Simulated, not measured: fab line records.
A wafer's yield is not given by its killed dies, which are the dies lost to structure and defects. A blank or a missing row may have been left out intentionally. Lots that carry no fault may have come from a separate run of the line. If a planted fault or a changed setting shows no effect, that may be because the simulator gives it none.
fab line records || flow rit_cmos
record {"lots": 14, "wafers": 42, "last_day": 7}
route steps=202 shown GATE@91 NLDD@160 M1@202
lots untouched by any fault: they come from a run of this same line in which no faults occurred
start_h: hours from the record's opening day to when the first of the lot's shown wafers began || wait_h: how many hours have passed since the lot's step before this one || " repeats the value in the row above || L1.1+2: a row that stands for several wafers || - value missing, or start not given || * or withheld: withheld || < > ~ a bound
route shown NAME@n: NAME is a module with steps in the file, n the number in the route of the first one || usual: mean and standard deviation over wafers with no fault || same: alike in all rows || chamber/n: place in a boat || sites: per-site readings || _std_site: standard deviation across them || _edge_site: mean of outer sites minus mean of inner sites || radius_mm: how far each site lies from the wafer's centre || mask NAME#n: copy n || behind: the last tool/chamber to shape the wafer || hold: the reason the lot was held/the length of the hold in hours/how it ended || device: the n, p or np transistor that did not switch || end of line: at the end of the route, the tests of the same wafers || a step given without rows: its recipe and nothing more || killed: count of dies lost to structure and defects at first sort (not the wafer's yield) || map: a wafer's dies, marking killed ones x, the rest . and places with no die _
set.NAME: setting as actually run; set.NAME@STEP: the setting as run at that earlier step || model.NAME: the simulator's own value behind a step, which no gauge read
a sample of lots followed through the steps of the route, with each step as a table and each wafer as a row
## steps
# step RIT_GATE_DEVELOP_15
# recipe {"resist": "NOVOLAK", "develop_time_s": 50, "dev_temp_c": 23}
# usual {"developer_temp_C": "22.98/0.087"}
{"lot.wafer": "L861.2", "tool": "litho_track-03", "chamber": 0, "start_h": 45, "wait_h": "-", "developer_temp_C": 22.91}
{"lot.wafer": "L861.5", "tool": "litho_track-03", "chamber": 0, "start_h": 45, "wait_h": "-", "developer_temp_C": 23.15}
{"lot.wafer": "L861.6", "tool": "litho_track-03", "chamber": 0, "start_h": 45, "wait_h": "-", "developer_temp_C": 23.00}
{"lot.wafer": "L862.2", "tool": "litho_track-03", "chamber": 0, "start_h": 50, "wait_h": "-", "developer_temp_C": 23.04}
{"lot.wafer": "L862.3", "tool": "litho_track-03", "chamber": 0, "start_h": 51, "wait_h": "-", "developer_temp_C": 23.00}
{"lot.wafer": "L862.6", "tool": "litho_track-03", "chamber": 0, "start_h": 51, "wait_h": "-", "developer_temp_C": 22.88}
{"lot.wafer": "L863.2", "tool": "litho_track-02", "chamber": 0, "start_h": 57, "wait_h": "-", "developer_temp_C": 23.05}
{"lot.wafer": "L863.3", "tool": "litho_track-02", "chamber": 0, "start_h": 57, "wait_h": "-", "developer_temp_C": 23.11}
{"lot.wafer": "L863.5", "tool": "litho_track-02", "chamber": 0, "start_h": 57, "wait_h": "-", "developer_temp_C": 23.06}
{"lot.wafer": "L864.1", "tool": "litho_track-03", "chamber": 0, "start_h": 63, "wait_h": "-", "developer_temp_C": 22.96}
{"lot.wafer": "L864.2", "tool": "litho_track-03", "chamber": 0, "start_h": 63, "wait_h": "-", "developer_temp_C": 22.99}
{"lot.wafer": "L864.4", "tool": "litho_track-03", "chamber": 0, "start_h": 63, "wait_h": "-", "developer_temp_C": 22.94}
{"lot.wafer": "L865.3", "tool": "litho_track-02", "chamber": 0, "start_h": 63, "wait_h": "-", "developer_temp_C": 22.99}
{"lot.wafer": "L865.4", "tool": "litho_track-02", "chamber": 0, "start_h": 63, "wait_h": "-", "developer_temp_C": 22.99}
{"lot.wafer": "L865.6", "tool": "litho_track-02", "chamber": 0, "start_h": 63, "wait_h": "-", "developer_temp_C": 22.93}
{"lot.wafer": "L866.1", "tool": "litho_track-01", "chamber": 0, "start_h": 67, "wait_h": "-", "developer_temp_C": 23.05}
{"lot.wafer": "L866.3", "tool": "litho_track-01", "chamber": 0, "start_h": 67, "wait_h": "-", "developer_temp_C": 22.99}
{"lot.wafer": "L866.5", "tool": "litho_track-01", "chamber": 0, "start_h": 67, "wait_h": "-", "developer_temp_C": 22.93}
{"lot.wafer": "L867.1", "tool": "litho_track-03", "chamber": 0, "start_h": 74, "wait_h": "-", "developer_temp_C": 23.04}
{"lot.wafer": "L867.3", "tool": "litho_track-03", "chamber": 0, "start_h": 74, "wait_h": "-", "developer_temp_C": 23.14}
{"lot.wafer": "L867.4", "tool": "litho_track-03", "chamber": 0, "start_h": 74, "wait_h": "-", "developer_temp_C": 22.96}
{"lot.wafer": "L868.1", "tool": "litho_track-02", "chamber": 0, "start_h": 82, "wait_h": "-", "developer_temp_C": 22.93}
{"lot.wafer": "L868.5", "tool": "litho_track-02", "chamber": 0, "start_h": 82, "wait_h": "-", "developer_temp_C": 22.90}
{"lot.wafer": "L868.6", "tool": "litho_track-02", "chamber": 0, "start_h": 82, "wait_h": "-", "developer_temp_C": 22.95}
{"lot.wafer": "L869.1", "tool": "litho_track-03", "chamber": 0, "start_h": 86, "wait_h": "-", "developer_temp_C": 22.81}
{"lot.wafer": "L869.4", "tool": "litho_track-03", "chamber": 0, "start_h": 86, "wait_h": "-", "developer_temp_C": 22.81}
{"lot.wafer": "L869.6", "tool": "litho_track-03", "chamber": 0, "start_h": 86, "wait_h": "-", "developer_temp_C": 22.87}
{"lot.wafer": "L870.1", "tool": "litho_track-02", "chamber": 0, "start_h": 88, "wait_h": "-", "developer_temp_C": 23.06}
{"lot.wafer": "L870.2", "tool": "litho_track-02", "chamber": 0, "start_h": 88, "wait_h": "-", "developer_temp_C": 23.01}
{"lot.wafer": "L870.6", "tool": "litho_track-02", "chamber": 0, "start_h": 88, "wait_h": "-", "developer_temp_C": 23.09}
{"lot.wafer": "L871.3", "tool": "litho_track-01", "chamber": 0, "start_h": 95, "wait_h": "-", "developer_temp_C": 23.03}
{"lot.wafer": "L871.4", "tool": "litho_track-01", "chamber": 0, "start_h": 95, "wait_h": "-", "developer_temp_C": 23.06}
{"lot.wafer": "L871.6", "tool": "litho_track-01", "chamber": 0, "start_h": 95, "wait_h": "-", "developer_temp_C": 23.05}
{"lot.wafer": "L880.1", "tool": "litho_track-01", "chamber": 0, "start_h": 136, "wait_h": "-", "developer_temp_C": 23.70}
{"lot.wafer": "L880.2", "tool": "litho_track-01", "chamber": 0, "start_h": 136, "wait_h": "-", "developer_temp_C": 23.76}
{"lot.wafer": "L880.5", "tool": "litho_track-01", "chamber": 0, "start_h": 136, "wait_h": "-", "developer_temp_C": 23.73}
{"lot.wafer": "L881.1", "tool": "litho_track-01", "chamber": 0, "start_h": 138, "wait_h": "-", "developer_temp_C": 23.55}
{"lot.wafer": "L881.4", "tool": "litho_track-01", "chamber": 0, "start_h": 139, "wait_h": "-", "developer_temp_C": 23.67}
{"lot.wafer": "L881.6", "tool": "litho_track-01", "chamber": 0, "start_h": 139, "wait_h": "-", "developer_temp_C": 23.70}
{"lot.wafer": "L883.1", "tool": "litho_track-03", "chamber": 0, "start_h": 151, "wait_h": "-", "developer_temp_C": 23.01}
{"lot.wafer": "L883.2", "tool": "litho_track-03", "chamber": 0, "start_h": 151, "wait_h": "-", "developer_temp_C": 23.03}
{"lot.wafer": "L883.5", "tool": "litho_track-03", "chamber": 0, "start_h": 151, "wait_h": "-", "developer_temp_C": 23.17}
# step RIT_GATE_CD_MEAS_16
# recipe {"target_cd_nm": 150}
# usual {"cd_nm": "149.8/2.4"}
{"lot.wafer": "L861.2", "tool": "cd_sem-02", "chamber": "-", "start_h": 45.85, "wait_h": "-", "hold": "-", "cd_nm": 151.0}
{"lot.wafer": "L861.5", "tool": "cd_sem-02", "chamber": "-", "start_h": 45.85, "wait_h": "-", "hold": "-", "cd_nm": 147.3}
{"lot.wafer": "L861.6", "tool": "cd_sem-02", "chamber": "-", "start_h": 45.85, "wait_h": "-", "hold": "-", "cd_nm": 149.9}
{"lot.wafer": "L862.2", "tool": "cd_sem-01", "chamber": "-", "start_h": 51.13, "wait_h": "-", "hold": "-", "cd_nm": 149.1}
{"lot.wafer": "L862.3", "tool": "cd_sem-01", "chamber": "-", "start_h": 51.13, "wait_h": "-", "hold": "-", "cd_nm": 149.7}
{"lot.wafer": "L862.6", "tool": "cd_sem-01", "chamber": "-", "start_h": 51.13, "wait_h": "-", "hold": "-", "cd_nm": 147.9}
{"lot.wafer": "L863.2", "tool": "cd_sem-01", "chamber": "-", "start_h": 57.96, "wait_h": "-", "hold": "-", "cd_nm": 152.3}
{"lot.wafer": "L863.3", "tool": "cd_sem-01", "chamber": "-", "start_h": 57.96, "wait_h": "-", "hold": "-", "cd_nm": 151.8}
{"lot.wafer": "L863.5", "tool": "cd_sem-01", "chamber": "-", "start_h": 57.96, "wait_h": "-", "hold": "-", "cd_nm": 152.3}
{"lot.wafer": "L864.1", "tool": "cd_sem-02", "chamber": "-", "start_h": 63.76, "wait_h": "-", "hold": "-", "cd_nm": 148.0}
{"lot.wafer": "L864.2", "tool": "cd_sem-02", "chamber": "-", "start_h": 63.76, "wait_h": "-", "hold": "-", "cd_nm": 149.2}
{"lot.wafer": "L864.4", "tool": "cd_sem-02", "chamber": "-", "start_h": 63.76, "wait_h": "-", "hold": "-", "cd_nm": 149.8}
{"lot.wafer": "L865.3", "tool": "cd_sem-01", "chamber": "-", "start_h": 64.04, "wait_h": "-", "hold": "-", "cd_nm": 148.6}
{"lot.wafer": "L865.4", "tool": "cd_sem-01", "chamber": "-", "start_h": 64.04, "wait_h": "-", "hold": "-", "cd_nm": 148.4}
{"lot.wafer": "L865.6", "tool": "cd_sem-01", "chamber": "-", "start_h": 64.04, "wait_h": "-", "hold": "-", "cd_nm": 145.8}
{"lot.wafer": "L866.1", "tool": "cd_sem-02", "chamber": "-", "start_h": 67.22, "wait_h": "-", "hold": "-", "cd_nm": 149.4}
{"lot.wafer": "L866.3", "tool": "cd_sem-02", "chamber": "-", "start_h": 67.22, "wait_h": "-", "hold": "-", "cd_nm": 149.4}
{"lot.wafer": "L866.5", "tool": "cd_sem-02", "chamber": "-", "start_h": 67.22, "wait_h": "-", "hold": "-", "cd_nm": 150.4}
{"lot.wafer": "L867.1", "tool": "cd_sem-02", "chamber": "-", "start_h": 74.72, "wait_h": "-", "hold": "-", "cd_nm": 148.2}
{"lot.wafer": "L867.3", "tool": "cd_sem-02", "chamber": "-", "start_h": 74.72, "wait_h": "-", "hold": "-", "cd_nm": 148.0}
{"lot.wafer": "L867.4", "tool": "cd_sem-02", "chamber": "-", "start_h": 74.72, "wait_h": "-", "hold": "-", "cd_nm": 148.3}
{"lot.wafer": "L868.1", "tool": "cd_sem-01", "chamber": "-", "start_h": 82.58, "wait_h": "-", "hold": "-", "cd_nm": 150.8}
{"lot.wafer": "L868.5", "tool": "cd_sem-01", "chamber": "-", "start_h": 82.58, "wait_h": "-", "hold": "-", "cd_nm": 150.7}
{"lot.wafer": "L868.6", "tool": "cd_sem-01", "chamber": "-", "start_h": 82.58, "wait_h": "-", "hold": "-", "cd_nm": 152.1}
{"lot.wafer": "L869.1", "tool": "cd_sem-01", "chamber": "-", "start_h": 86.90, "wait_h": "-", "hold": "-", "cd_nm": 150.6}
{"lot.wafer": "L869.4", "tool": "cd_sem-01", "chamber": "-", "start_h": 86.90, "wait_h": "-", "hold": "-", "cd_nm": 150.1}
{"lot.wafer": "L869.6", "tool": "cd_sem-01", "chamber": "-", "start_h": 86.90, "wait_h": "-", "hold": "-", "cd_nm": 150.9}
{"lot.wafer": "L870.1", "tool": "cd_sem-02", "chamber": "-", "start_h": 88.52, "wait_h": "-", "hold": "-", "cd_nm": 150.6}
{"lot.wafer": "L870.2", "tool": "cd_sem-02", "chamber": "-", "start_h": 88.52, "wait_h": "-", "hold": "-", "cd_nm": 151.3}
{"lot.wafer": "L870.6", "tool": "cd_sem-02", "chamber": "-", "start_h": 88.52, "wait_h": "-", "hold": "-", "cd_nm": 150.6}
{"lot.wafer": "L871.3", "tool": "cd_sem-02", "chamber": "-", "start_h": 95.39, "wait_h": "-", "hold": "-", "cd_nm": 151.9}
{"lot.wafer": "L871.4", "tool": "cd_sem-02", "chamber": "-", "start_h": 95.39, "wait_h": "-", "hold": "-", "cd_nm": 152.5}
{"lot.wafer": "L871.6", "tool": "cd_sem-02", "chamber": "-", "start_h": 95.39, "wait_h": "-", "hold": "-", "cd_nm": 151.4}
{"lot.wafer": "L880.1", "tool": "cd_sem-01", "chamber": "-", "start_h": 136.27, "wait_h": "-", "hold": "await_dispo/0.2h/release", "cd_nm": 157.7}
{"lot.wafer": "L880.2", "tool": "cd_sem-01", "chamber": "-", "start_h": 136.27, "wait_h": "-", "hold": "await_dispo/0.2h/release", "cd_nm": 158.2}
{"lot.wafer": "L880.5", "tool": "cd_sem-01", "chamber": "-", "start_h": 136.27, "wait_h": "-", "hold": "await_dispo/0.2h/release", "cd_nm": 156.4}
{"lot.wafer": "L880.1", "tool": "cd_sem-01", "chamber": "-", "start_h": 136.56, "wait_h": 0.3, "hold": "-", "cd_nm": 157.7}
{"lot.wafer": "L880.2", "tool": "cd_sem-01", "chamber": "-", "start_h": 136.56, "wait_h": 0.3, "hold": "-", "cd_nm": 157.9}
{"lot.wafer": "L880.5", "tool": "cd_sem-01", "chamber": "-", "start_h": 136.56, "wait_h": 0.3, "hold": "-", "cd_nm": 156.0}
{"lot.wafer": "L881.1", "tool": "cd_sem-01", "chamber": "-", "start_h": 139.13, "wait_h": "-", "hold": "-", "cd_nm": 153.6}
{"lot.wafer": "L881.4", "tool": "cd_sem-01", "chamber": "-", "start_h": 139.13, "wait_h": "-", "hold": "-", "cd_nm": 152.7}
{"lot.wafer": "L881.6", "tool": "cd_sem-01", "chamber": "-", "start_h": 139.13, "wait_h": "-", "hold": "-", "cd_nm": 153.2}
{"lot.wafer": "L883.1", "tool": "cd_sem-01", "chamber": "-", "start_h": 151.92, "wait_h": "-", "hold": "-", "cd_nm": 149.6}
{"lot.wafer": "L883.2", "tool": "cd_sem-01", "chamber": "-", "start_h": 151.92, "wait_h": "-", "hold": "-", "cd_nm": 150.9}
{"lot.wafer": "L883.5", "tool": "cd_sem-01", "chamber": "-", "start_h": 151.92, "wait_h": "-", "hold": "-", "cd_nm": 148.3}
# step RIT_SDANNEAL_RS_MEAS_07
# recipe {"thk_meas_gauge": "four-point-probe"}
# usual {"NLDD_RS": "151.9/0.6"}
{"lot.wafer": "L861.2", "tool": "film_metro-04", "chamber": "-", "start_h": 60.73, "wait_h": 0.1, "NLDD_RS[ohm/sq]": 150.9}
{"lot.wafer": "L861.5", "tool": "film_metro-04", "chamber": "-", "start_h": 60.73, "wait_h": 0.1, "NLDD_RS[ohm/sq]": 150.5}
{"lot.wafer": "L861.6", "tool": "film_metro-04", "chamber": "-", "start_h": 60.73, "wait_h": 0.1, "NLDD_RS[ohm/sq]": 150.9}
{"lot.wafer": "L862.2", "tool": "film_metro-02", "chamber": "-", "start_h": 69.64, "wait_h": 0.1, "NLDD_RS[ohm/sq]": 152.3}
{"lot.wafer": "L862.3", "tool": "film_metro-02", "chamber": "-", "start_h": 69.64, "wait_h": 0.1, "NLDD_RS[ohm/sq]": 152.2}
{"lot.wafer": "L862.6", "tool": "film_metro-02", "chamber": "-", "start_h": 69.64, "wait_h": 0.1, "NLDD_RS[ohm/sq]": 151.9}
{"lot.wafer": "L863.2", "tool": "film_metro-03", "chamber": "-", "start_h": 73.25, "wait_h": 0.1, "NLDD_RS[ohm/sq]": 152.4}
{"lot.wafer": "L863.3", "tool": "film_metro-03", "chamber": "-", "start_h": 73.25, "wait_h": 0.1, "NLDD_RS[ohm/sq]": 152.2}
{"lot.wafer": "L863.5", "tool": "film_metro-03", "chamber": "-", "start_h": 73.25, "wait_h": 0.1, "NLDD_RS[ohm/sq]": 152.2}
{"lot.wafer": "L864.1", "tool": "film_metro-04", "chamber": "-", "start_h": 77.14, "wait_h": 0.1, "NLDD_RS[ohm/sq]": 151.8}
{"lot.wafer": "L864.2", "tool": "film_metro-04", "chamber": "-", "start_h": 77.14, "wait_h": 0.1, "NLDD_RS[ohm/sq]": 151.9}
{"lot.wafer": "L864.4", "tool": "film_metro-04", "chamber": "-", "start_h": 77.14, "wait_h": 0.1, "NLDD_RS[ohm/sq]": 152.1}
{"lot.wafer": "L865.3", "tool": "film_metro-02", "chamber": "-", "start_h": 79.37, "wait_h": 0.1, "NLDD_RS[ohm/sq]": 152.2}
{"lot.wafer": "L865.4", "tool": "film_metro-02", "chamber": "-", "start_h": 79.37, "wait_h": 0.1, "NLDD_RS[ohm/sq]": 151.5}
{"lot.wafer": "L865.6", "tool": "film_metro-02", "chamber": "-", "start_h": 79.37, "wait_h": 0.1, "NLDD_RS[ohm/sq]": 151.9}
{"lot.wafer": "L866.1", "tool": "film_metro-02", "chamber": "-", "start_h": 82.17, "wait_h": 0.1, "NLDD_RS[ohm/sq]": 151.7}
{"lot.wafer": "L866.3", "tool": "film_metro-02", "chamber": "-", "start_h": 82.17, "wait_h": 0.1, "NLDD_RS[ohm/sq]": 152.0}
{"lot.wafer": "L866.5", "tool": "film_metro-02", "chamber": "-", "start_h": 82.17, "wait_h": 0.1, "NLDD_RS[ohm/sq]": 151.7}
{"lot.wafer": "L867.1", "tool": "film_metro-03", "chamber": "-", "start_h": 89.91, "wait_h": 0.1, "NLDD_RS[ohm/sq]": 151.5}
{"lot.wafer": "L867.3", "tool": "film_metro-03", "chamber": "-", "start_h": 89.91, "wait_h": 0.1, "NLDD_RS[ohm/sq]": 151.9}
{"lot.wafer": "L867.4", "tool": "film_metro-03", "chamber": "-", "start_h": 89.91, "wait_h": 0.1, "NLDD_RS[ohm/sq]": 152.0}
{"lot.wafer": "L868.1", "tool": "film_metro-04", "chamber": "-", "start_h": 96.08, "wait_h": 0.1, "NLDD_RS[ohm/sq]": 151.3}
{"lot.wafer": "L868.5", "tool": "film_metro-04", "chamber": "-", "start_h": 96.08, "wait_h": 0.1, "NLDD_RS[ohm/sq]": 151.9}
{"lot.wafer": "L868.6", "tool": "film_metro-04", "chamber": "-", "start_h": 96.08, "wait_h": 0.1, "NLDD_RS[ohm/sq]": 151.7}
{"lot.wafer": "L869.1", "tool": "film_metro-04", "chamber": "-", "start_h": 100.21, "wait_h": 0.1, "NLDD_RS[ohm/sq]": 152.2}
{"lot.wafer": "L869.4", "tool": "film_metro-04", "chamber": "-", "start_h": 100.21, "wait_h": 0.1, "NLDD_RS[ohm/sq]": 151.7}
{"lot.wafer": "L869.6", "tool": "film_metro-04", "chamber": "-", "start_h": 100.21, "wait_h": 0.1, "NLDD_RS[ohm/sq]": 152.1}
{"lot.wafer": "L870.1", "tool": "film_metro-02", "chamber": "-", "start_h": 104.52, "wait_h": 0.1, "NLDD_RS[ohm/sq]": 151.0}
{"lot.wafer": "L870.2", "tool": "film_metro-02", "chamber": "-", "start_h": 104.52, "wait_h": 0.1, "NLDD_RS[ohm/sq]": 151.1}
{"lot.wafer": "L870.6", "tool": "film_metro-02", "chamber": "-", "start_h": 104.52, "wait_h": 0.1, "NLDD_RS[ohm/sq]": 151.1}
{"lot.wafer": "L871.3", "tool": "film_metro-03", "chamber": "-", "start_h": 109.50, "wait_h": 0.1, "NLDD_RS[ohm/sq]": 153.1}
{"lot.wafer": "L871.4", "tool": "film_metro-03", "chamber": "-", "start_h": 109.50, "wait_h": 0.1, "NLDD_RS[ohm/sq]": 152.8}
{"lot.wafer": "L871.6", "tool": "film_metro-03", "chamber": "-", "start_h": 109.50, "wait_h": 0.1, "NLDD_RS[ohm/sq]": 153.0}
{"lot.wafer": "L881.1", "tool": "film_metro-04", "chamber": "-", "start_h": 153.69, "wait_h": 0.1, "NLDD_RS[ohm/sq]": 151.2}
{"lot.wafer": "L881.4", "tool": "film_metro-04", "chamber": "-", "start_h": 153.69, "wait_h": 0.1, "NLDD_RS[ohm/sq]": 151.0}
{"lot.wafer": "L881.6", "tool": "film_metro-04", "chamber": "-", "start_h": 153.69, "wait_h": 0.1, "NLDD_RS[ohm/sq]": 151.1}
{"lot.wafer": "L880.1", "tool": "film_metro-04", "chamber": "-", "start_h": 157.68, "wait_h": 0.1, "NLDD_RS[ohm/sq]": 151.8}
{"lot.wafer": "L880.2", "tool": "film_metro-04", "chamber": "-", "start_h": 157.68, "wait_h": 0.1, "NLDD_RS[ohm/sq]": 152.6}
{"lot.wafer": "L880.5", "tool": "film_metro-04", "chamber": "-", "start_h": 157.68, "wait_h": 0.1, "NLDD_RS[ohm/sq]": 151.7}
{"lot.wafer": "L883.1", "tool": "film_metro-02", "chamber": "-", "start_h": 165.09, "wait_h": 0.1, "NLDD_RS[ohm/sq]": 151.9}
{"lot.wafer": "L883.2", "tool": "film_metro-02", "chamber": "-", "start_h": 165.09, "wait_h": 0.1, "NLDD_RS[ohm/sq]": 152.9}
{"lot.wafer": "L883.5", "tool": "film_metro-02", "chamber": "-", "start_h": 165.09, "wait_h": 0.1, "NLDD_RS[ohm/sq]": 152.3}
# step RIT_M1_PROBE_99
# usual {"killed_at_contacts": "0.1/0.24", "killed_at_front_end": "7/3.2", "killed_dies": "7/3.2", "killed_open": "3.4/2", "killed_short": "3.5/2.2"}
# same {"gross_dies": 264, "killed_at_M0_to_M3": 0, "killed_at_M4_up": 0, "killed_at_back_side": 0, "killed_at_other": 0}
{"lot.wafer": "L871.3", "tool": "prober-02", "chamber": "-", "start_h": 116.85, "wait_h": 0.2, "killed_at_contacts": 0, "killed_at_front_end": 5, "killed_dies": 5, "killed_open": 2, "killed_short": 3}
{"lot.wafer": "L871.4", "tool": "prober-02", "chamber": "-", "start_h": 116.90, "wait_h": 0.2, "killed_at_contacts": 0, "killed_at_front_end": 5, "killed_dies": 5, "killed_open": 3, "killed_short": 2}
{"lot.wafer": "L871.6", "tool": "prober-02", "chamber": "-", "start_h": 117.00, "wait_h": 0.2, "killed_at_contacts": 0, "killed_at_front_end": 5, "killed_dies": 5, "killed_open": 3, "killed_short": 2}
{"lot.wafer": "L880.1", "tool": "prober-01", "chamber": "-", "start_h": 164.59, "wait_h": 0.1, "killed_at_contacts": 0, "killed_at_front_end": 5, "killed_dies": 5, "killed_open": 4, "killed_short": 1}
{"lot.wafer": "L880.2", "tool": "prober-01", "chamber": "-", "start_h": 164.64, "wait_h": 0.1, "killed_at_contacts": 0, "killed_at_front_end": 1, "killed_dies": 1, "killed_open": 1, "killed_short": 0}
{"lot.wafer": "L880.5", "tool": "prober-01", "chamber": "-", "start_h": 164.79, "wait_h": 0.2, "killed_at_contacts": 0, "killed_at_front_end": 3, "killed_dies": 3, "killed_open": 0, "killed_short": 3}
{"lot.wafer": "L883.1", "tool": "prober-02", "chamber": "-", "start_h": 172.23, "wait_h": 0.1, "killed_at_contacts": 0, "killed_at_front_end": 3, "killed_dies": 3, "killed_open": 3, "killed_short": 0}
{"lot.wafer": "L883.2", "tool": "prober-02", "chamber": "-", "start_h": 172.28, "wait_h": 0.1, "killed_at_contacts": 0, "killed_at_front_end": 4, "killed_dies": 4, "killed_open": 1, "killed_short": 3}
{"lot.wafer": "L883.5", "tool": "prober-02", "chamber": "-", "start_h": 172.43, "wait_h": 0.2, "killed_at_contacts": 0, "killed_at_front_end": 4, "killed_dies": 4, "killed_open": 3, "killed_short": 1}
# killed by level:class
L871.3 FOX1:geometric_particle:short=1 FOX2:geometric_particle:short=1 GATE:geometric_particle:open=1 REOX:geometric_particle:open=1 SPACER:geometric_particle:short=1
L871.4 FOX2:geometric_particle:open=1 GATE:geometric_particle:open=1 GATE:geometric_particle:short=1 SPACER:geometric_particle:short=1 SPACER:geometric_particle:open=1
L871.6 SILICIDE:geometric_particle:open=2 GATE:geometric_particle:short=1 GATE:geometric_particle:open=1 REOX:geometric_particle:short=1
L880.1 GATE:geometric_particle:open=2 FOX2:geometric_particle:open=1 GATE:geometric_particle:short=1 SPACER:geometric_particle:open=1
L880.2 FOX1:geometric_particle:open=1
L880.5 SPACER:geometric_particle:short=2 SILICIDE:geometric_particle:short=1
L883.1 FOX2:geometric_particle:open=1 GATE:geometric_particle:open=1 REOX:geometric_particle:open=1
L883.2 FOX2:geometric_particle:short=2 FOX2:geometric_particle:open=1 SILICIDE:geometric_particle:short=1
L883.5 FOX1:geometric_particle:open=1 GATE:geometric_particle:short=1 GATE:geometric_particle:open=1 REOX:geometric_particle:open=1
## key
first_sign {"step": "RIT_GATE_DEVELOP_15", "reading": "developer_temp_C", "direction": "up", "sigmas": 8.1, "usual": "*", "struck": "*"}
effect {"step": "RIT_GATE_CD_MEAS_16", "reading": "visit", "direction": "added"}
met_at RIT_GATE_DEVELOP_15
struck_lots L880,L881
tester_left_out L880,L881
not_acting_at RIT_SDANNEAL_RS_MEAS_07
onset_between 95 136
fault {"kind": "process_parameter_drift", "tool": "litho_track-01", "chamber": "-", "onset_h": 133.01, "steps": "RIT_GATE_DEVELOP_15", "channel": "dev_temp_c", "offset": "*", "shape": "step", "end_h": 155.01, "acts_in": "*", "stated": "*"}
# tester_left_out: of these lots the tester's yield and bins aren't shown, on N5 and GAA mostly nor the transistor test; their killed dies are dies lost to structure and defects alone, not to doping, threshold or leakage, so they don't give the yield
